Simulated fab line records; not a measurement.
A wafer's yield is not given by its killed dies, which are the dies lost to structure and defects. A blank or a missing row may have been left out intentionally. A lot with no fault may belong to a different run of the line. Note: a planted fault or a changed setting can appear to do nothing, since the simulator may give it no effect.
Split-lot experiment    flow berkeley-cmos170    route with 331 steps; 5 lots, 27 wafers read

== THE SPLIT ITSELF ==
At UCB170_ZERO_ETCH_06 (etches SiO2 in CHF3/CF4/Ar, time 12 s), the setting target-depth-a was moved away from the recipe's 516 angstrom on 9 of the 27 wafers read, by -56.8% to +43.3%. For the rest of the wafers, this setting stayed at what the recipe calls for.

The reading is taken at the split's own step.

== THE READING ==
oes-product-au, in a.u., at UCB170_ZERO_ETCH_06 (etches SiO2 in CHF3/CF4/Ar, time 12 s). Typical for fault-free wafers on this fab line: 0.617 a.u., with standard deviation 0.0089 a.u.

wafer   tool, chamber at the split  target-depth-a as run, angstrom  against the recipe  oes-product-au, a.u.  against lot-mates on the recipe
L076.1  rie-diel-03, 0              516                              recipe              0.609                 -
L076.2  rie-diel-03, 3              516                              recipe              0.604                 -
L076.3  rie-diel-03, 2              516                              recipe              0.631                 -
L076.4  rie-diel-03, 2              516                              recipe              0.624                 -
L076.5  rie-diel-03, 3              516                              recipe              0.614                 -
L076.6  rie-diel-03, 0              516                              recipe              0.601                 -
L079.2  rie-diel-04, 2              516                              recipe              0.620                 -
L079.3  rie-diel-04, 1              516                              recipe              0.608                 -
L079.6  rie-diel-04, 1              516                              recipe              0.607                 -
L080.1  rie-diel-03, 0              739.6                            +43.3%              0.537                 -0.087
L080.2  rie-diel-03, 1              739.6                            +43.3%              0.552                 -0.072
L080.3  rie-diel-03, 3              516                              recipe              0.610                 -
L080.4  rie-diel-03, 2              516                              recipe              0.636                 -
L080.5  rie-diel-03, 3              739.6                            +43.3%              0.536                 -0.088
L080.6  rie-diel-03, 2              516                              recipe              0.627                 -
L084.1  rie-diel-04, 0              516                              recipe              0.622                 -
L084.2  rie-diel-04, 3              516                              recipe              0.613                 -
L084.3  rie-diel-04, 2              429.6                            -16.7%              0.675                 +0.054
L084.4  rie-diel-04, 3              429.6                            -16.7%              0.678                 +0.057
L084.5  rie-diel-04, 2              516                              recipe              0.628                 -
L084.6  rie-diel-04, 0              429.6                            -16.7%              0.661                 +0.040
L085.1  rie-diel-02, 1              516                              recipe              0.625                 -
L085.2  rie-diel-02, 0              223.1                            -56.8%              0.937                 +0.317
L085.3  rie-diel-02, 3              516                              recipe              0.628                 -
L085.4  rie-diel-02, 2              223.1                            -56.8%              0.923                 +0.303
L085.5  rie-diel-02, 1              223.1                            -56.8%              0.933                 +0.313
L085.6  rie-diel-02, 2              516                              recipe              0.607                 -

FIT RESULTS
A straight line over all 27 wafers: oes-product-au changes by -0.00398 a.u. for each +1% of target-depth-a; r = -0.92; the points scatter about the line by 0.042 a.u.
The same after taking each lot's own level away (the mean of its wafers on the recipe; 27 wafers): -0.00401 a.u. for each +1%; r = -0.93; scatter 0.04 a.u.
That fit puts the effect of the largest move of target-depth-a on the reading at 0.23 a.u.
The lots' own levels span 0.6117 to 0.6243 a.u., that is 1.4 times the standard deviation above.
The two slopes agree, so the slope changes little with the lot-to-lot level.
Check: with one of the wafers moved furthest among these (-56.8%) left out of the fit, the line predicts +0.225 a.u. for it against its lot-mates. It came out at +0.317 a.u. against them.
Tool readings at the split's step, against how far the setting was moved: oes-product-au r = -0.92.

== FILE'S OWN FIT ==
oes-product-au changes by -0.00411 a.u. for each +1% of target-depth-a, r = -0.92.
